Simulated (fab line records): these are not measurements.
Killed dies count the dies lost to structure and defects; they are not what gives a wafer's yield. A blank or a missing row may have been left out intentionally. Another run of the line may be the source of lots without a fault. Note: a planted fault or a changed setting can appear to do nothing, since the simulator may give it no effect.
Check for tools in common	flow ritCmos	Sample size 13 lots and 39 wafers

## REASON IT WAS OPENED
On 1 of the 13 lots, a flag is raised at RIT_CONTACT_CD_MEAS_08 on the reading cdNm. Fault-free wafers read 999.8 nm, with a standard deviation of 2.1.
Rule: flag the lot when none of its wafers has a number, or when each of its wafers that has one lies beyond 4 standard deviations from that mean. The other lots count as sound.

lot	measured	on	cdNm (nm), wafer by wafer	flag
L975	day 3 08:08	cdSem-02	996.7 999.4 997.3	
L977	day 3 17:59	cdSem-02	1001.3 998.6 999.9	
L978	day 4 00:07	cdSem-02	1001.2 1000.6 1001.0	
L979	day 4 07:49	cdSem-02	1001.9 998.6 999.2	
L980	day 4 10:04	cdSem-02	999.0 999.9 998.7	
L981	day 4 15:56	cdSem-01	1001.5 997.0 1001.2	
L982	day 4 19:40	cdSem-02	999.2 999.5 998.4	
L984	day 5 07:32	cdSem-01	997.7 999.7 997.0	
L986	day 5 18:10	cdSem-01	1153.8 1151.6 1150.8	FLAGGED
L990	day 6 14:53	cdSem-01	1002.3 1000.3 1003.6	
L995	day 8 00:06	cdSem-02	996.7 997.5 996.6	
L996	day 8 11:47	cdSem-01	999.2 999.8 999.9	
L998	day 8 17:38	cdSem-01	998.1 998.2 999.2	
The mean of the flagged lots' numbers is 1152.1 nm, +152.3 nm from the usual (+73 standard deviations).

## EACH LOT AND THE TOOL IT RAN ON
The record holds 1 process step before the reading, out of a route of 202 steps. Every cell lists first the tool, next ch and the chambers used by the sampled wafers, and last the start.
lot	flag	RIT_CONTACT_EXPOSE_05
L975		ilineStepper-02 ch 0, day 3 07:37
L977		ilineStepper-01 ch 0, day 3 17:28
L978		ilineStepper-01 ch 0, day 3 23:35
L979		ilineStepper-01 ch 0, day 4 07:10
L980		ilineStepper-01 ch 0, day 4 09:28
L981		ilineStepper-01 ch 0, day 4 15:25
L982		ilineStepper-01 ch 0, day 4 19:08
L984		ilineStepper-01 ch 0, day 5 07:01
L986	FLAGGED	ilineStepper-01 ch 0, day 5 17:39
L990		ilineStepper-02 ch 0, day 6 14:22
L995		ilineStepper-01 ch 0, day 7 23:35
L996		ilineStepper-02 ch 0, day 8 11:16
L998		ilineStepper-01 ch 0, day 8 17:07
What is done by these steps:
- RIT_CONTACT_EXPOSE_05: exposes mask M11, target cd 1000 nm.
- RIT_CONTACT_CD_MEAS_08: target cd 1000 nm.

## FLAGGED OVER TOTAL, TOOL BY TOOL (the gauges that took the reading come last)
step	tool	lots run	flagged	share of the flagged lots	sound lots run after its first flagged lot
RIT_CONTACT_EXPOSE_05	ilineStepper-01	10	1	all	2 (L995,L998)
RIT_CONTACT_EXPOSE_05	ilineStepper-02	3	0	none	-
RIT_CONTACT_CD_MEAS_08	cdSem-01	6	1	all	3 (L990,L996,L998)
RIT_CONTACT_CD_MEAS_08	cdSem-02	7	0	none	-

## WHAT THE TABLE ALLOWS
ilineStepper-01 at RIT_CONTACT_EXPOSE_05 and cdSem-01 at RIT_CONTACT_CD_MEAS_08 are the 2 rows of the table that ran each flagged lot.
- ilineStepper-01 at RIT_CONTACT_EXPOSE_05 ran 10 lots, 1 of them flagged. Sound lots followed the first flagged one (L995, L998) on it, something a lasting fault affecting the whole tool could not allow.
- cdSem-01 at RIT_CONTACT_CD_MEAS_08 ran 6 lots, 1 of them flagged. Sound lots followed the first flagged one (L990, L996, L998) on it, something a lasting fault affecting the whole tool could not allow.
No row of the table ran every flagged lot and no sound lot after the first.

## WHAT HAD BEEN PUT IN BY THE SIMULATOR
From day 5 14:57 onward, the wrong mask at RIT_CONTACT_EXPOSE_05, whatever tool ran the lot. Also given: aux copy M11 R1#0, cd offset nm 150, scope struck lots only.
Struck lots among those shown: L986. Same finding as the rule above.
